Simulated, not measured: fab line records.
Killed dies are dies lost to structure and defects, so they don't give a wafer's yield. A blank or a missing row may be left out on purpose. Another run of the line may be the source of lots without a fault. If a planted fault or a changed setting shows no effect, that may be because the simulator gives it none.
What tool caused it? || flow berkeleyCmos170 || 14 lots, 42 wafers sampled, at 2 steps of a route of 331

WHAT THE GAUGES SHOWED, per wafer
UCB170_CONTACT_CD_MEAS_90 targets a cd of 700 nm. Usual: cdNm 699.8 nm, standard deviation 1.7.
{"lot": "L603", "measured": "day 7 02:41", "on": "cdSem-02", "cdNm (nm)": "699.6 702.9 699.5", "flag": ""}
{"lot": "L602", "measured": "day 7 03:13", "on": "cdSem-02", "cdNm (nm)": "699.6 699.6 697.7", "flag": ""}
{"lot": "L606", "measured": "day 7 07:18", "on": "cdSem-02", "cdNm (nm)": "703.8 701.1 700.9", "flag": ""}
{"lot": "L604", "measured": "day 7 08:34", "on": "cdSem-01", "cdNm (nm)": "699.0 699.4 697.4", "flag": ""}
{"lot": "L608", "measured": "day 8 00:01", "on": "cdSem-02", "cdNm (nm)": "700.4 700.5 702.3", "flag": ""}
{"lot": "L607", "measured": "day 8 00:19", "on": "cdSem-02", "cdNm (nm)": "698.8 698.5 700.0", "flag": ""}
{"lot": "L610", "measured": "day 8 21:35", "on": "cdSem-01", "cdNm (nm)": "696.4 702.2 697.6", "flag": ""}
{"lot": "L611", "measured": "day 9 08:29", "on": "cdSem-02", "cdNm (nm)": "704.3 701.5 701.3", "flag": ""}
{"lot": "L616", "measured": "day 10 17:44", "on": "cdSem-01", "cdNm (nm)": "698.9 699.0 699.4", "flag": ""}
{"lot": "L617", "measured": "day 11 00:21", "on": "cdSem-01", "cdNm (nm)": "702.2 699.2 699.0", "flag": ""}
{"lot": "L619", "measured": "day 11 00:08", "on": "cdSem-01", "cdNm (nm)": "699.9 699.5 700.1", "flag": ""}
{"lot": "L621", "measured": "day 11 18:01", "on": "cdSem-01", "cdNm (nm)": "703.3 699.6 699.3", "flag": ""}
{"lot": "L620", "measured": "day 11 18:38", "on": "cdSem-01", "cdNm (nm)": "699.6 699.5 696.0", "flag": ""}
{"lot": "L623", "measured": "day 11 18:47", "on": "cdSem-01", "cdNm (nm)": "700.3 699.2 701.1", "flag": ""}

WHICH TOOL RAN EACH LOT (tool, then ch and the chambers of the sampled wafers, then the start)
{"lot": "L603", "UCB170_BACKSIDE_STRIP_03": "plasmaAsher-03 ch 0,1, day 6 21:07"}
{"lot": "L602", "UCB170_BACKSIDE_STRIP_03": "plasmaAsher-04 ch 0,1, day 6 21:21"}
{"lot": "L606", "UCB170_BACKSIDE_STRIP_03": "plasmaAsher-01 ch 0,1, day 7 01:16"}
{"lot": "L604", "UCB170_BACKSIDE_STRIP_03": "plasmaAsher-03 ch 1, day 7 01:28"}
{"lot": "L608", "UCB170_BACKSIDE_STRIP_03": "plasmaAsher-04 ch 0,1, day 7 18:31"}
{"lot": "L607", "UCB170_BACKSIDE_STRIP_03": "plasmaAsher-03 ch 0,1, day 7 18:58"}
{"lot": "L610", "UCB170_BACKSIDE_STRIP_03": "plasmaAsher-03 ch 0,1, day 8 15:55"}
{"lot": "L611", "UCB170_BACKSIDE_STRIP_03": "plasmaAsher-04 ch 0,1, day 9 01:59"}
{"lot": "L616", "UCB170_BACKSIDE_STRIP_03": "plasmaAsher-04 ch 1, day 10 08:04"}
{"lot": "L617", "UCB170_BACKSIDE_STRIP_03": "plasmaAsher-01 ch 0,1, day 10 17:23"}
{"lot": "L619", "UCB170_BACKSIDE_STRIP_03": "plasmaAsher-04 ch 0,1, day 10 17:26"}
{"lot": "L621", "UCB170_BACKSIDE_STRIP_03": "plasmaAsher-04 ch 0,1, day 11 09:17"}
{"lot": "L620", "UCB170_BACKSIDE_STRIP_03": "plasmaAsher-04 ch 0,1, day 11 10:01"}
{"lot": "L623", "UCB170_BACKSIDE_STRIP_03": "plasmaAsher-04 ch 0,1, day 11 10:22"}
- UCB170_BACKSIDE_STRIP_03: strips in O2.

WHAT THE TOOLS THEMSELVES READ (means of the sampled wafers that have a number; where no wafer has one, the mark that the record gives instead)
UCB170_BACKSIDE_STRIP_03. Usual: chamberPressureMTorr 3500 mTorr, standard deviation 3.1; drypumpMotorCurrentA 5.6 A, standard deviation 0.58; oesProductAu 0.734 a.u., standard deviation 0.0045; stripTimeToEndpointS 22.00 s, standard deviation 0.065.
{"lot": "L603", "tool": "plasmaAsher-03", "chamberPressureMTorr (mTorr)": 3501, "drypumpMotorCurrentA (A)": 6.0, "oesProductAu (a.u.)": 0.737, "stripTimeToEndpointS (s)": 21.98, "flag": ""}
{"lot": "L602", "tool": "plasmaAsher-04", "chamberPressureMTorr (mTorr)": 3499, "drypumpMotorCurrentA (A)": 5.9, "oesProductAu (a.u.)": 0.730, "stripTimeToEndpointS (s)": 22.03, "flag": ""}
{"lot": "L606", "tool": "plasmaAsher-01", "chamberPressureMTorr (mTorr)": 3501, "drypumpMotorCurrentA (A)": 5.0, "oesProductAu (a.u.)": 0.733, "stripTimeToEndpointS (s)": 22.01, "flag": ""}
{"lot": "L604", "tool": "plasmaAsher-03", "chamberPressureMTorr (mTorr)": 3502, "drypumpMotorCurrentA (A)": 5.7, "oesProductAu (a.u.)": 0.741, "stripTimeToEndpointS (s)": 22.07, "flag": ""}
{"lot": "L608", "tool": "plasmaAsher-04", "chamberPressureMTorr (mTorr)": 3501, "drypumpMotorCurrentA (A)": 5.9, "oesProductAu (a.u.)": 0.733, "stripTimeToEndpointS (s)": 22.03, "flag": ""}
{"lot": "L607", "tool": "plasmaAsher-03", "chamberPressureMTorr (mTorr)": 3500, "drypumpMotorCurrentA (A)": 5.8, "oesProductAu (a.u.)": 0.734, "stripTimeToEndpointS (s)": 21.91, "flag": ""}
{"lot": "L610", "tool": "plasmaAsher-03", "chamberPressureMTorr (mTorr)": 3500, "drypumpMotorCurrentA (A)": 6.0, "oesProductAu (a.u.)": 0.736, "stripTimeToEndpointS (s)": 21.93, "flag": ""}
{"lot": "L611", "tool": "plasmaAsher-04", "chamberPressureMTorr (mTorr)": 3501, "drypumpMotorCurrentA (A)": 5.9, "oesProductAu (a.u.)": 0.731, "stripTimeToEndpointS (s)": 22.04, "flag": ""}
{"lot": "L616", "tool": "plasmaAsher-04", "chamberPressureMTorr (mTorr)": 3500, "drypumpMotorCurrentA (A)": 6.4, "oesProductAu (a.u.)": 0.735, "stripTimeToEndpointS (s)": 21.96, "flag": ""}
{"lot": "L617", "tool": "plasmaAsher-01", "chamberPressureMTorr (mTorr)": 3500, "drypumpMotorCurrentA (A)": 5.0, "oesProductAu (a.u.)": 0.734, "stripTimeToEndpointS (s)": 22.04, "flag": ""}
{"lot": "L619", "tool": "plasmaAsher-04", "chamberPressureMTorr (mTorr)": 3499, "drypumpMotorCurrentA (A)": 5.9, "oesProductAu (a.u.)": 0.732, "stripTimeToEndpointS (s)": 22.03, "flag": ""}
{"lot": "L621", "tool": "plasmaAsher-04", "chamberPressureMTorr (mTorr)": 3501, "drypumpMotorCurrentA (A)": 5.4, "oesProductAu (a.u.)": 0.733, "stripTimeToEndpointS (s)": 21.87, "flag": ""}
{"lot": "L620", "tool": "plasmaAsher-04", "chamberPressureMTorr (mTorr)": 3498, "drypumpMotorCurrentA (A)": 5.4, "oesProductAu (a.u.)": 0.737, "stripTimeToEndpointS (s)": 22.04, "flag": ""}
{"lot": "L623", "tool": "plasmaAsher-04", "chamberPressureMTorr (mTorr)": 3501, "drypumpMotorCurrentA (A)": 5.9, "oesProductAu (a.u.)": 0.734, "stripTimeToEndpointS (s)": 21.90, "flag": ""}

THE ANSWER, worked out from the rows above alone
Rule: take the mean of a lot's wafers that have a number; if it is more than 3 standard deviations from the usual mean, the lot is off. A lot without any number at a reading at which 4 lots or more have one is off too. Any other lot the step has rows for is counted as sound. Order of review: gauges by route order, followed by the tools' own readings, for which a lot's mean as printed above is used. The first step at which some lot is off is used, and at that step the reading that is off furthest; a lot without a number counts as furthest.
None of the lots is off at any reading shown; this tells nothing.

WHAT THE SIMULATOR PUT IN
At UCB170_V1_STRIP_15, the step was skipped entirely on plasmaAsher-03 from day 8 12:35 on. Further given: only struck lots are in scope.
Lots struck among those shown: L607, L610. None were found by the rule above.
